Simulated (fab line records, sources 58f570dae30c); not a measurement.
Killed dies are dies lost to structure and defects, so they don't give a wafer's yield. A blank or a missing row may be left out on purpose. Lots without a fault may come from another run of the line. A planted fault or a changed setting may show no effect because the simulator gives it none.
Which tool did it? | flow berkeley_cmos170 | 14 lots, 42 wafers sampled, at 4 steps of a route of 331

WHAT THE GAUGES READ, wafer by wafer
UCB170_FIELD_THK_MEAS_90. Usual: FIELD_OXIDE_LEFT_1_THK 445 nm, standard deviation 10.
lot  | measured    | on            | FIELD_OXIDE_LEFT_1_THK (nm) | flag
L832 | day 4 19:52 | film_metro-03 | 446 455 439                 |
L834 | day 5 12:47 | film_metro-04 | 441 453 441                 |
L835 | day 5 12:47 | film_metro-03 | 420 432 421                 |
L839 | day 6 13:10 | film_metro-04 | 439 433 438                 |
L841 | day 6 13:10 | film_metro-01 | 435 442 445                 |
L838 | day 6 13:10 | film_metro-03 | 449 430 443                 |
L840 | day 6 16:41 | film_metro-01 | 447 450 452                 |
L844 | day 7 06:53 | film_metro-03 | 441 443 436                 |
L843 | day 7 06:52 | film_metro-04 | 448 441 441                 |
L845 | day 7 16:16 | film_metro-04 | 454 457 454                 |
L846 | day 8 07:43 | film_metro-04 | 454 446 451                 |
L851 | day 8 18:04 | film_metro-01 | 437 440 437                 |
L850 | day 8 18:04 | film_metro-04 | 444 452 454                 |
L855 | day 9 17:05 | film_metro-03 | 450 440 448                 |

UCB170_FIELD_THK_MEAS_91. Usual: FIELD_OXIDE_LEFT_2_THK 357 nm, standard deviation 10.
lot  | measured     | on            | FIELD_OXIDE_LEFT_2_THK (nm) | flag
L832 | day 5 10:35  | film_metro-01 | 358 367 351                 |
L834 | day 6 03:11  | film_metro-01 | 352 364 351                 |
L835 | day 6 02:47  | film_metro-01 | 332 345 333                 |
L839 | day 7 09:20  | film_metro-03 | 351 345 351                 |
L841 | day 7 09:02  | film_metro-04 | 347 354 357                 |
L838 | day 7 08:46  | film_metro-04 | 361 341 354                 |
L840 | day 7 10:02  | film_metro-01 | 359 361 364                 |
L844 | day 8 00:48  | film_metro-01 | 353 356 348                 |
L843 | day 8 01:13  | film_metro-01 | 360 355 354                 |
L845 | day 8 08:29  | film_metro-04 | 365 368 365                 |
L846 | day 9 04:19  | film_metro-04 | 366 358 364                 |
L851 | day 9 08:40  | film_metro-01 | 349 353 349                 |
L850 | day 9 09:10  | film_metro-01 | 356 364 366                 |
L855 | day 10 08:38 | film_metro-01 | 361 352 359                 |

WHICH TOOL RAN EACH LOT (tool, then ch and the chambers of the sampled wafers, then the start)
lot  | UCB170_PFIELD_STRIP_08              | UCB170_PVT_SOFTBAKE_02
L832 | plasma_asher-03 ch 0,1, day 4 07:59 | litho_track-01 ch 0, day 5 09:01
L834 | plasma_asher-03 ch 0,1, day 4 23:18 | litho_track-04 ch 0, day 6 01:53
L835 | plasma_asher-01 ch 0,1, day 4 23:19 | litho_track-01 ch 0, day 6 01:35
L839 | plasma_asher-03 ch 0, day 5 23:25   | litho_track-01 ch 0, day 7 07:17
L841 | plasma_asher-03 ch 0,1, day 5 23:59 | litho_track-04 ch 0, day 7 07:02
L838 | plasma_asher-01 ch 0,1, day 6 00:08 | litho_track-02 ch 0, day 7 06:55
L840 | plasma_asher-01 ch 0,1, day 6 03:14 | litho_track-02 ch 0, day 7 08:43
L844 | plasma_asher-01 ch 1, day 6 15:46   | litho_track-01 ch 0, day 7 23:30
L843 | plasma_asher-03 ch 0,1, day 6 15:52 | litho_track-04 ch 0, day 7 23:28
L845 | plasma_asher-03 ch 0,1, day 7 04:25 | litho_track-02 ch 0, day 8 07:10
L846 | plasma_asher-03 ch 0,1, day 7 16:53 | litho_track-04 ch 0, day 9 02:34
L851 | plasma_asher-04 ch 0,1, day 8 03:59 | litho_track-02 ch 0, day 9 07:39
L850 | plasma_asher-03 ch 0,1, day 8 04:04 | litho_track-02 ch 0, day 9 08:06
L855 | plasma_asher-01 ch 0,1, day 9 03:26 | litho_track-01 ch 0, day 10 06:42
- UCB170_PFIELD_STRIP_08: strips in O2.
- UCB170_PVT_SOFTBAKE_02: time 60 s.

WHAT THE TOOLS THEMSELVES READ (means of the sampled wafers that have a number; where no wafer has one, the mark that the record gives instead)
UCB170_PFIELD_STRIP_08. Usual: drypump_motor_current_A 5.5 A, standard deviation 0.36; oes_product_au 0.734 a.u., standard deviation 0.0044; strip_time_to_endpoint_s 21.66 s, standard deviation 0.07.
lot  | tool            | drypump_motor_current_A (A) | oes_product_au (a.u.) | strip_time_to_endpoint_s (s) | flag
L832 | plasma_asher-03 | 5.4                         | 0.733                 | 21.67                        |
L834 | plasma_asher-03 | 5.4                         | 0.736                 | 21.66                        |
L835 | plasma_asher-01 | 5.3                         | 0.733                 | 21.73                        |
L839 | plasma_asher-03 | 5.9                         | 0.740                 | 21.62                        |
L841 | plasma_asher-03 | 5.4                         | 0.731                 | 21.65                        |
L838 | plasma_asher-01 | 5.5                         | 0.731                 | 21.65                        |
L840 | plasma_asher-01 | 5.6                         | 0.730                 | 21.64                        |
L844 | plasma_asher-01 | 5.9                         | 0.738                 | 21.68                        |
L843 | plasma_asher-03 | 5.6                         | 0.730                 | 21.57                        |
L845 | plasma_asher-03 | 5.4                         | 0.731                 | 21.64                        |
L846 | plasma_asher-03 | 5.4                         | 0.735                 | 21.66                        |
L851 | plasma_asher-04 | 5.4                         | 0.735                 | 21.68                        |
L850 | plasma_asher-03 | 5.4                         | 0.730                 | 21.74                        |
L855 | plasma_asher-01 | 5.6                         | 0.736                 | 21.80                        |

UCB170_PVT_SOFTBAKE_02. Usual: heater_power_total_W 56.80 W, standard deviation 0.044; plate_temp_C 129.98 C, standard deviation 0.15.
lot  | tool           | heater_power_total_W (W) | plate_temp_C (C) | flag
L832 | litho_track-01 | 56.83                    | 130.01           |
L834 | litho_track-04 | 56.79                    | 129.82           |
L835 | litho_track-01 | 56.77                    | 129.92           |
L839 | litho_track-01 | 56.79                    | 129.97           |
L841 | litho_track-04 | 56.81                    | 129.94           |
L838 | litho_track-02 | 56.76                    | 130.00           |
L840 | litho_track-02 | 56.82                    | 130.15           |
L844 | litho_track-01 | 56.80                    | 130.12           |
L843 | litho_track-04 | 56.81                    | 129.90           |
L845 | litho_track-02 | 56.84                    | 129.94           |
L846 | litho_track-04 | 56.82                    | 129.99           |
L851 | litho_track-02 | 58.22                    | 132.41           | OFF
L850 | litho_track-02 | 58.20                    | 132.52           | OFF
L855 | litho_track-01 | 56.80                    | 129.86           |

THE ANSWER, worked out from the rows above alone
Rule: a lot is off if the mean of its wafers that have a number lies more than 3 standard deviations from the usual mean. A lot without any number at a reading at which 4 lots or more have one is off too. The other lots that the step has rows for count as sound. The gauges are gone through in route order, then the tools' own readings, and for those a lot's mean is taken as printed above. The first step at which some lot is off is used, and at that step the reading that is off furthest; a lot without a number counts as furthest.
Off: L851, L850, at UCB170_PVT_SOFTBAKE_02 (heater_power_total_W).
A tool fits if, at that step or a process step before it, it ran every lot that is off, and no sound lot after the first of them. One fits: litho_track-02 at UCB170_PVT_SOFTBAKE_02. Its last sound lot is L845 (day 8 07:10), its first lot that is off L851 (day 9 07:39): a fault that began between those two fits.
The tool's own readings at UCB170_PVT_SOFTBAKE_02 bear it out: on the lots that are off they differ by more than 5 times the standard deviation of the sound lots' means. heater_power_total_W reads 58.21 W there against 56.80 W on the sound lots; plate_temp_C reads 132.47 C there against 129.97 C on the sound lots.

WHAT THE SIMULATOR HAD PUT IN
Process parameter drift: litho_track-02, from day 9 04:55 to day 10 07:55, at UCB170_PVT_SOFTBAKE_02. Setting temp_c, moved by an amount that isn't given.
Lots struck among those shown: L850, L851. The rule above found the same.
